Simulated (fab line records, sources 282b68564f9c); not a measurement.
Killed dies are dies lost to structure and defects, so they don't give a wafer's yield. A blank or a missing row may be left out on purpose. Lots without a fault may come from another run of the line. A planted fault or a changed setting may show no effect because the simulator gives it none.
Problem report in the 8D (eight disciplines) form, filled by code | flow rit_cmos | the parts of the form that need people (team, actions taken, sign-off) are left out

1. THE PROBLEM
prime_temp_c at RIT_PSD_HMDS_00 reads a mean of 138.93 C on 6 wafers of 2 lots; wafers without a fault read 140.01 C with a standard deviation of 0.14. That is -7.7 standard deviations from the usual mean.
The step: prime time 60 s.
First seen on wafer L943.1, day 6 23:07, on litho_track-04. The record holds 42 wafers of 14 lots with a number at this step. Rule for "out", or "out of limits": more than 4 standard deviations from the usual mean. The other wafers with a number count as sound.

2. WHAT IT IS AND WHAT IT IS NOT
question                    | is                     | is not
which readings at this step | prime_temp_c           | -
which lots                  | L943, L944             | L924, L926, L929, L930, L932, L933, L934, L935, L936, L937, L945, L946
which wafers of those lots  | all that have a number | -
read on which tools         | litho_track-04         | litho_track-01, litho_track-03
when                        | from day 6 23:07       | up to then (30 sound wafers); but 6 sound wafers of L945, L946 came after

3. SUSPECTS, AND WHAT RULES EACH OUT
Counting: a tool at a process step up to the reading stays a suspect if it ran every lot that is out and no sound lot after the first of them.
- litho_track-04 at RIT_PSD_HMDS_00 (prime time 60 s): kept. It ran every lot that is out, first L943 (day 6 23:07), and no sound lot after that; its last sound lot up to then is L934 (day 5 05:30). Its own readings are out on those wafers: prime_temp_c.
Left after counting: litho_track-04 at RIT_PSD_HMDS_00.

4. THE CAUSE (what the simulator had put in)
Process parameter drift: litho_track-04, from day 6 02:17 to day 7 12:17, at RIT_PSD_HMDS_00. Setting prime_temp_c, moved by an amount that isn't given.
Counting left only this tool.

5. THE CHAIN OF EFFECTS, in route order
Each row: a reading whose mean over the struck wafers that have a number lies more than 3 standard deviations from the usual. Only readings for which the record gives a usual standard deviation are gone through. hours: the time from each lot's start at the first step in this table that gives one to its start at this step, as a median over the lots. sigmas: the change in usual standard deviations.
hours | step            | reading      | usual    | on struck wafers | change | sigmas
0     | RIT_PSD_HMDS_00 | prime_temp_c | 140.01 C | 138.93           | -1.08  | -7.7
The process steps in it:
- RIT_PSD_HMDS_00: prime time 60 s.

6. WHAT WOULD HAVE CAUGHT IT SOONER
In this record the first reading out of limits was taken at day 6 23:07, 21 hours after the fault began at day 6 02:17.
